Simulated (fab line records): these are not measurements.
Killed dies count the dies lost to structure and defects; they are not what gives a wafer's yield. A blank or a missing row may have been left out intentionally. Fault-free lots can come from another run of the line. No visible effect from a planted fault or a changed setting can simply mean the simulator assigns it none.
The tool behind it: which one? ; flow berkeleyCmos170 ; Sampling: 7 lots, 21 wafers, 4 of 331 route steps

WHAT THE GAUGES READ, wafer by wafer
UCB170_CONTACT_THK_MEAS_02.
lot;measured;on;CONTACT_PSG_THK (nm)
L659;day 8 14:35;filmMetro-04;717 717 715
L662;day 9 13:50;filmMetro-03;711 709 712
L665;day 10 07:23;filmMetro-04;769 766 763
L667;day 11 01:20;filmMetro-04;707 712 708
L674;day 12 15:13;filmMetro-04;711 711 712
L676;day 12 15:13;filmMetro-01;706 711 709
L679;day 13 01:16;filmMetro-03;720 717 717

TOOL THAT RAN EACH LOT (tool first, then ch and the chambers of the sampled wafers, then the start)
lot;UCB170_GATE_ETCH_14;UCB170_SPACER_CVD_00;UCB170_CONTACT_CVD_01
L659;rieDiel-01 ch 0,2,3, day 7 16:30;pecvd-03 ch 1,2, day 7 20:56;lpcvd-02 ch 1, day 8 12:47
L662;rieDiel-01 ch 0,1,3, day 8 12:22;pecvd-03 ch 0,1,2, day 8 17:03;lpcvd-01 ch 0, day 9 12:02
L665;rieDiel-01 ch 0,3, day 9 07:13;pecvd-03 ch 0,1, day 9 11:24;lpcvd-01 ch 0, day 10 05:35
L667;rieDiel-01 ch 0,1,2, day 10 05:31;pecvd-02 ch 1,2, day 10 10:50;lpcvd-02 ch 1, day 10 23:32
L674;rieDiel-02 ch 0,3, day 11 14:20;pecvd-03 ch 1,2, day 11 23:18;lpcvd-02 ch 0, day 12 13:22
L676;rieDiel-01 ch 0,1,2, day 11 18:14;pecvd-02 ch 0,2, day 12 01:31;lpcvd-02 ch 0, day 12 13:22
L679;rieDiel-03 ch 0,2,3, day 12 05:52;pecvd-01 ch 0,2, day 12 12:19;lpcvd-01 ch 0, day 12 23:29
- UCB170_GATE_ETCH_14: etches BARC in N2/H2.
- UCB170_SPACER_CVD_00: deposits SiO2 from TEOS/O2, target thk 376 nm, time 47 s.
- UCB170_CONTACT_CVD_01: deposits PSG from SiH4/O2/PH3, target thk 700 nm, time 2820 s.

THE ANSWER, worked out from the rows above alone
Rule: the lots themselves supply what counts as usual. The widest of any qualifying gaps counts: lots, ordered by their means at a reading, are off when they make up no more than a third of the lots, leave a main group of 4 or more, and stand apart from it by 3 or more times the standard deviation of that group's means. Not used: any main group whose means are identical at the precision the tables above print for the reading. A lot without any number at a reading at which 4 lots or more have one is off too. The other lots that the step has rows for count as sound.
Off: L665, at UCB170_CONTACT_THK_MEAS_02 (CONTACT_PSG_THK). The main group: mean 712 nm, standard deviation 3.6.
A tool fits if, at a process step before that reading, it ran every lot that is off, and no sound lot after the first of them. Those tools and the gauges at UCB170_CONTACT_THK_MEAS_02 are tried in the same way. None of those tried fits.

WHAT THE SIMULATOR PUT IN
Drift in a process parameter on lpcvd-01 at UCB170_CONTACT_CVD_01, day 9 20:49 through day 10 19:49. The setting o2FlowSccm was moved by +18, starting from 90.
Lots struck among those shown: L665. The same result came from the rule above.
